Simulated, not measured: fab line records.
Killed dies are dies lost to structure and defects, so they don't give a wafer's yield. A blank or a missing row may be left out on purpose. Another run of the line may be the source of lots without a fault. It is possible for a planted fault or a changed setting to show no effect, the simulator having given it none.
Which tool did it? || flow berkeley_cmos170 || 7 lots, 21 wafers sampled, at 2 steps of a route of 331

WHAT THE GAUGES READ, wafer by wafer
UCB170_PFIELD_TW_MEAS_09.
{"lot": "L473", "measured": "day 5 08:20", "on": "film_metro-03", "PFIELD_TW": "605 605 602"}
{"lot": "L474", "measured": "day 5 08:49", "on": "film_metro-01", "PFIELD_TW": "742 741 743"}
{"lot": "L477", "measured": "day 6 10:37", "on": "film_metro-01", "PFIELD_TW": "595 593 594"}
{"lot": "L486", "measured": "day 7 13:17", "on": "film_metro-02", "PFIELD_TW": "597 595 593"}
{"lot": "L488", "measured": "day 8 05:42", "on": "film_metro-02", "PFIELD_TW": "598 598 599"}
{"lot": "L490", "measured": "day 9 00:55", "on": "film_metro-01", "PFIELD_TW": "593 595 595"}
{"lot": "L493", "measured": "day 8 23:52", "on": "film_metro-03", "PFIELD_TW": "604 607 604"}

WHAT TOOL EACH LOT RAN ON (gives the tool, then ch and the chambers of the sampled wafers, and finally the start)
{"lot": "L473", "UCB170_PFIELD_IMPLANT_07": "implanter-03 ch 0, day 5 08:06"}
{"lot": "L474", "UCB170_PFIELD_IMPLANT_07": "implanter-02 ch 0, day 5 08:16"}
{"lot": "L477", "UCB170_PFIELD_IMPLANT_07": "implanter-04 ch 0, day 6 10:23"}
{"lot": "L486", "UCB170_PFIELD_IMPLANT_07": "implanter-02 ch 0, day 7 13:02"}
{"lot": "L488", "UCB170_PFIELD_IMPLANT_07": "implanter-03 ch 0, day 8 05:29"}
{"lot": "L490", "UCB170_PFIELD_IMPLANT_07": "implanter-04 ch 0, day 9 00:40"}
{"lot": "L493", "UCB170_PFIELD_IMPLANT_07": "implanter-02 ch 0, day 8 23:37"}
- UCB170_PFIELD_IMPLANT_07

THE ANSWER, worked out from the rows above alone
Rule: the usual values come from the lots themselves. Put in order of their means at a reading, lots are off if they are a third of the lots or fewer, leave a main group of 4 or more, and stand apart from it by a gap of 3 or more times the standard deviation of the main group's means; of several such gaps the widest counts. A main group is skipped when, at the precision printed for the reading in the tables above, its means are all equal. Also off: a lot with no number at a reading for which 4 or more lots have one. All remaining lots with rows at the step are treated as sound.
Off: at UCB170_PFIELD_TW_MEAS_09 (PFIELD_TW), L474. The main group: mean 598, standard deviation 4.5.
If a tool, at a process step before that reading, ran all the lots that are off and no sound lot after the first of them, it fits. Gauges at UCB170_PFIELD_TW_MEAS_09: tried the same way as those tools. No candidate that was tried fits.

WHAT THE SIMULATOR HAD PUT IN
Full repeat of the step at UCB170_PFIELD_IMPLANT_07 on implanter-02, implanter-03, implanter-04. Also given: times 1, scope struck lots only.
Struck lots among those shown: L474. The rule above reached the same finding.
